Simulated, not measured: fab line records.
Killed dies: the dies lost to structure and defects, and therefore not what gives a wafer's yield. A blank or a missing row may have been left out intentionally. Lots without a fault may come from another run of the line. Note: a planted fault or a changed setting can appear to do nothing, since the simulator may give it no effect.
Which tool was responsible? | flow berkeley-cmos170 | 7 lots, 21 wafers sampled, at 2 steps of a route of 331

## WHAT THE GAUGES READ, wafer by wafer
UCB170_PLDD_TW_MEAS_11.
lot  | measured     | on            | PLDD_TW
L105 | day 7 22:20  | film-metro-02 | 1012 1012 1013
L108 | day 8 14:10  | film-metro-04 | 1002 1002 1004
L109 | day 8 13:54  | film-metro-02 | 1019 1019 1021
L113 | day 9 09:38  | film-metro-04 | 944 941 943
L118 | day 10 05:29 | film-metro-01 | 961 957 960
L121 | day 10 20:14 | film-metro-02 | 1015 1010 1015
L124 | day 11 12:05 | film-metro-04 | 998 996 997

## TOOL THAT RAN EACH LOT (tool first, then ch and the chambers of the sampled wafers, then the start)
lot  | UCB170_PLDD_IMPLANT_08
L105 | implanter-01 ch 0, day 7 21:56
L108 | implanter-01 ch 0, day 8 13:47
L109 | implanter-03 ch 0, day 8 13:32
L113 | implanter-01 ch 0, day 9 09:14
L118 | implanter-01 ch 0, day 10 05:06
L121 | implanter-04 ch 0, day 10 19:52
L124 | implanter-03 ch 0, day 11 11:41
- UCB170_PLDD_IMPLANT_08

## THE ANSWER, worked out from the rows above alone
Rule: usual is defined by the lots themselves. Put in order of their means at a reading, lots are off if they are a third of the lots or fewer, leave a main group of 4 or more, and stand apart from it by a gap of 3 or more times the standard deviation of the main group's means; of several such gaps the widest counts. A main group whose means are all the same, to the digits that the tables above print for the reading, isn't used. Also off: a lot with no number at a reading for which 4 or more lots have one. The other lots that the step has rows for count as sound.
Off: L113, L118, at UCB170_PLDD_TW_MEAS_11 (PLDD_TW). The main group: mean 1009, standard deviation 8.1.
A tool fits if, at a process step before that reading, it ran every lot that is off, and no sound lot after the first of them. Those tools and the gauges at UCB170_PLDD_TW_MEAS_11 are tried in the same way. One fits: implanter-01 at UCB170_PLDD_IMPLANT_08. Its last sound lot is L108 (day 8 13:47), its first lot that is off L113 (day 9 09:14): a fault that began between those two fits.

## WHAT HAD BEEN PUT IN BY THE SIMULATOR
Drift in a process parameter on implanter-01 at UCB170_PLDD_IMPLANT_08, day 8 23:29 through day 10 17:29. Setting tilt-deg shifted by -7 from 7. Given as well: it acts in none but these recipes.
Struck lots among those shown: L113, L118. Same finding as the rule above.
